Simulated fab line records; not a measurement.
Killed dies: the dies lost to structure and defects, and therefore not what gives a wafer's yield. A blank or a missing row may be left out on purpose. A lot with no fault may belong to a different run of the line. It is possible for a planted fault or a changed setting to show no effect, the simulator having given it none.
Problem report, 8D (eight disciplines) form, completed by code -- flow berkeley_cmos170 -- the parts of the form that need people (team, actions taken, sign-off) are left out

## 1. WHAT WENT WRONG
rotation_deg at UCB170_PLDD_IMPLANT_08 reads a mean of 90.005 degrees on 6 wafers of 2 lots; wafers without a fault read 0.001 degrees with a standard deviation of 0.018. That is +99 or more standard deviations from the usual mean.
First seen on wafer L601.1, day 10 02:15, on implanter-02. The record has a number at this step for 18 wafers belonging to 6 lots. Rule for "out" (also "out of limits"): further than 4 standard deviations from the usual mean. All remaining wafers that have a number are taken as sound.

## 2. WHAT IT IS, AND WHAT IT ISN'T
question,is,is not
which readings at this step,rotation_deg,-
which lots,"L601, L603","L592, L596, L605, L608"
which wafers of those lots,all that have a number,-
read on which tools,implanter-02,"implanter-01, implanter-03"
when,from day 10 02:15,"up to then (6 sound wafers); but 6 sound wafers of L605, L608 came after"

## 3. THE SUSPECTS, EACH WITH WHAT RULES IT OUT
Counting: any tool at a process step up to the reading is kept as a suspect provided that every lot that is out went through it and no sound lot did after the first of them.
- rie_si-02 at UCB170_GATE_ETCH_15 (etches poly-Si in HBr/Cl2, stops on SiO2, time 56.3 s, target depth 278.2 nm): kept. It ran every lot that is out, first L601 (day 9 23:31), and no sound lot after that.
- implanter-02 at UCB170_PLDD_IMPLANT_08: kept. It processed each lot that is out, first L601 at day 10 02:15, and no sound lot thereafter; up to then, the last sound lot it processed was L592 at day 8 05:16. On those wafers its own readings are out: rotation_deg.
Left after counting: rie_si-02 at UCB170_GATE_ETCH_15, implanter-02 at UCB170_PLDD_IMPLANT_08.

## 4. THE CAUSE (what the simulator had put in)
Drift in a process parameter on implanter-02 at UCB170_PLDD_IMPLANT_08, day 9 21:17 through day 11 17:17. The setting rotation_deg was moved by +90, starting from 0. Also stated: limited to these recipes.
Counting left 2 suspects, and this tool is among them.

## 5. SEQUENCE OF EFFECTS, ordered by route
One row per reading whose mean, taken over the struck wafers that have a number, lies over 3 standard deviations from the usual. Readings are gone through only where the record gives a usual standard deviation; hours: the median, over the lots, of the time from a lot's start at the first step in this table giving one to that lot's start at this step; sigmas: the change measured in usual standard deviations.
hours,step,reading,usual,on struck wafers,change,sigmas
0,UCB170_PLDD_IMPLANT_08,rotation_deg,0.001 degrees,90.005,+90.004,+99 or more
Its process steps:
- UCB170_PLDD_IMPLANT_08

## 6. WHAT WOULD HAVE CAUGHT IT SOONER
In this record no reading fell out of limits until day 10 02:15, 5 hours after the fault had begun at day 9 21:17.
